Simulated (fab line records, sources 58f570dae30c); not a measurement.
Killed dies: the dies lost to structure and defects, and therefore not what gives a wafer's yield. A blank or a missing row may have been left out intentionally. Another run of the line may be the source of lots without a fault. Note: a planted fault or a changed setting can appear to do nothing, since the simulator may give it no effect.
Split-lot experiment | flow berkeley cmos170 | on a route of 331 steps: 5 lots, 23 wafers read

ABOUT THE SPLIT
At UCB170_V1_COAT_07 (resist thk 900 nm), the setting resist thk nm was moved away from the recipe's 900 nm on 11 of the 23 wafers read, by -4.2% to +4.1%. The other wafers ran this setting at the recipe's value.

Reading taken at the split's own step.

THE READING
KrF_of_V1_COAT_07.thk nm (the simulator's own value, which no gauge read), in nm, at UCB170_V1_COAT_07 (resist thk 900 nm). No usual value for it is given in the file. Here, 12 wafers ran the recipe; their average is 901.5 nm with a standard deviation of 4.9 nm.

wafer  | tool, chamber at the split | resist thk nm as run, nm | against the recipe | KrF_of_V1_COAT_07.thk nm, nm | against lot-mates on the recipe
L074.1 | litho track-02, 0          | 918                      | +2.0%              | 917.3                        | +17.9
L074.2 | litho track-02, 0          | 918                      | +2.0%              | 921.1                        | +21.8
L074.4 | litho track-02, 0          | 900                      | recipe             | 900.5                        | -
L074.5 | litho track-02, 0          | 918                      | +2.0%              | 921.5                        | +22.1
L074.6 | litho track-02, 0          | 900                      | recipe             | 898.2                        | -
L075.2 | litho track-03, 0          | 862.3                    | -4.2%              | 866.1                        | -40.7
L075.3 | litho track-03, 0          | 900                      | recipe             | 907.4                        | -
L075.4 | litho track-03, 0          | 900                      | recipe             | 907.4                        | -
L075.5 | litho track-03, 0          | 862.3                    | -4.2%              | 868.2                        | -38.6
L075.6 | litho track-03, 0          | 900                      | recipe             | 905.5                        | -
L078.2 | litho track-02, 0          | 936.5                    | +4.1%              | 930.9                        | +37.9
L078.3 | litho track-02, 0          | 936.5                    | +4.1%              | 931.1                        | +38.1
L078.4 | litho track-02, 0          | 936.5                    | +4.1%              | 932.7                        | +39.7
L078.5 | litho track-02, 0          | 900                      | recipe             | 891.2                        | -
L078.6 | litho track-02, 0          | 900                      | recipe             | 894.8                        | -
L079.1 | litho track-03, 0          | 900                      | recipe             | 904.1                        | -
L079.2 | litho track-03, 0          | 900                      | recipe             | 905.5                        | -
L079.3 | litho track-03, 0          | 900                      | recipe             | 903.5                        | -
L084.1 | litho track-03, 0          | 880.3                    | -2.2%              | 882.8                        | -16.9
L084.3 | litho track-03, 0          | 900                      | recipe             | 899.1                        | -
L084.4 | litho track-03, 0          | 900                      | recipe             | 900.3                        | -
L084.5 | litho track-03, 0          | 880.3                    | -2.2%              | 882                          | -17.7
L084.6 | litho track-03, 0          | 880.3                    | -2.2%              | 880.6                        | -19.1

FIT RESULTS
A straight line over all 23 wafers: KrF_of_V1_COAT_07.thk nm changes by +8.08 nm for each +1% of resist thk nm; r = +0.98; the points scatter about the line by 4.1 nm.
The same after taking each lot's own level away (the mean of its wafers on the recipe; 23 wafers): +9.39 nm for each +1%; r = +1.00; scatter 1.6 nm.
Per that fit: largest resist thk nm move, reading shift of 39 nm.
Measured against the standard deviation above, the lots' own levels, which go from 893.00 to 906.77 nm, span 2.8 times it.
In other words, the slope is changed by the lot-to-lot level; the two fits disagree.
Check: with one of the wafers moved furthest among these (-4.2%) left out of the fit, the line predicts -38.2 nm for it against its lot-mates. It came out at -40.7 nm against them.

FURTHER SPLITS ON THESE WAFERS
These wafers also went through other splits before the reading. Each is held against what the fit with the lots' levels taken away leaves over:
other split on the same wafers | wafers away from the commonest value | r with KrF_of_V1_COAT_07.thk nm (lot level and that fit taken away)
UCB170_M1_PEB_07 peb temp c    | 8                                    | +0.26

FILE'S OWN FIT
KrF_of_V1_COAT_07.thk nm changes by +9.41 nm for each +1% of resist thk nm, r = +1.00.
